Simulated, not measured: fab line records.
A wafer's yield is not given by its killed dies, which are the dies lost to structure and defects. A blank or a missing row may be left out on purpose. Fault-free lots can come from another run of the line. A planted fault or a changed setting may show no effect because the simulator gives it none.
A struck lot beside a sound one + flow rit-cmos + 20 out of 202 route steps
Sound: the wafers L589.2, L589.5, L589.6. The struck wafers were L608.2, L608.3, L608.5. At the end, the cause is stated.
For every step that has rows: the tool of each side, followed by ch and its chambers, followed by its first start. Under that, the readings that differ: sound wafers + struck wafers + difference of the means + sigmas: that difference in standard deviations of wafers without a fault.
alike: readings with means less than 2 such deviations apart, plus words and numbers identical on both sides. not compared: withheld readings, readings lacking a value on some wafer, bounds such as >300 that could conceal the same value, and numbers that have no deviation in the record and whose values overlap.
The two part at a step that has a row with sigmas, a row that says differs or no value, or rows on one side only. Non-overlapping numbers with no deviation appear without sigmas and do not part them. A reading missing from all wafers of one side parts the sides only when that side holds two or more wafers.

first, 2 steps without rows for these wafers: RIT_NWELL_HARDBAKE_07 (time 120 s); RIT_NWELL_IMPLANT_08.
RIT_NWELL_STRIP_09: strips in O2, time 180 s.
  sound on plasma-asher-01 ch 0,1, day 2 11:44; struck on plasma-asher-03 ch 0,1, day 6 11:30
  alike: drypump-motor-current-A, o2-flow-sccm
  not compared: rf-hours-counter-h
RIT_NWELL_TW_MEAS_10:
  sound on film-metro-02, day 2 11:55; struck on film-metro-01, day 6 11:41
| reading  | sound          | struck         | difference | sigmas |
|----------|----------------|----------------|------------|--------|
| NWELL_TW | 2180 2147 2165 | 2123 2115 2109 | -48        | -3     |
then, 6 steps without rows for these wafers: RIT_PWELL_HMDS_00 (prime time 60 s); RIT_PWELL_COAT_01 (resist thk 1300 nm); RIT_PWELL_SOFTBAKE_02 (time 60 s); RIT_PWELL_EXPOSE_03 (exposes mask M3, target cd 43700 nm); RIT_PWELL_PEB_04; RIT_PWELL_DEVELOP_05 (develop time 68 s).
RIT_PWELL_OVL_MEAS_06:
  sound on overlay-01, day 2 12:52; struck on overlay-02, day 6 12:45
  alike: PWELL_OVL
then, 1 step without rows for these wafers: RIT_PWELL_HARDBAKE_07 (time 120 s).
RIT_PWELL_IMPLANT_08:
  sound on implanter-03 ch 0, day 2 13:10; struck on implanter-02 ch 0, day 6 13:03
| reading            | sound             | struck            | difference | sigmas      |
|--------------------|-------------------|-------------------|------------|-------------|
| tilt-deg (degrees) | 7.010 6.980 6.982 | 3.733 3.709 3.724 | -3.269     | -99 or more |
RIT_PWELL_STRIP_09: strips in O2, time 180 s.
  sound on plasma-asher-01 ch 0,1, day 2 13:17; struck on plasma-asher-01 ch 0,1, day 6 13:11
  alike: drypump-motor-current-A, o2-flow-sccm
  not compared: rf-hours-counter-h
RIT_PWELL_TW_MEAS_10:
  sound on film-metro-01, day 2 13:28; struck on film-metro-01, day 6 13:22
  alike: PWELL_TW
then, 1 step without rows for these wafers: RIT_WELLDRIVE_ANNEAL_00 (time 14700 s).
RIT_WELLDRIVE_RS_MEAS_01: measurement is done with a four-point probe.
  sound on film-metro-02, day 2 19:08; struck on film-metro-01, day 6 18:31
  alike: NWELL_RS
RIT_WELLDRIVE_RS_MEAS_02: measurement is done with a four-point probe.
  sound on film-metro-02, day 2 19:16; struck on film-metro-01, day 6 18:38
| reading           | sound             | struck            | difference | sigmas |
|-------------------|-------------------|-------------------|------------|--------|
| PWELL_RS (ohm/sq) | 430.8 430.8 430.3 | 426.6 425.9 425.2 | -4.7       | -4     |
then, 1 step without rows for these wafers: RIT_NRETRO_HMDS_00 (prime time 60 s).
RIT_M1_PROBE_99:
  record: rows for the struck wafers here (prober-01, day 7 22:37), none for the sound ones

WHERE THEY PART
Last at RIT_M1_PROBE_99 as far as this record goes, first at RIT_NWELL_TW_MEAS_10.

WHY: whatever the simulator had introduced
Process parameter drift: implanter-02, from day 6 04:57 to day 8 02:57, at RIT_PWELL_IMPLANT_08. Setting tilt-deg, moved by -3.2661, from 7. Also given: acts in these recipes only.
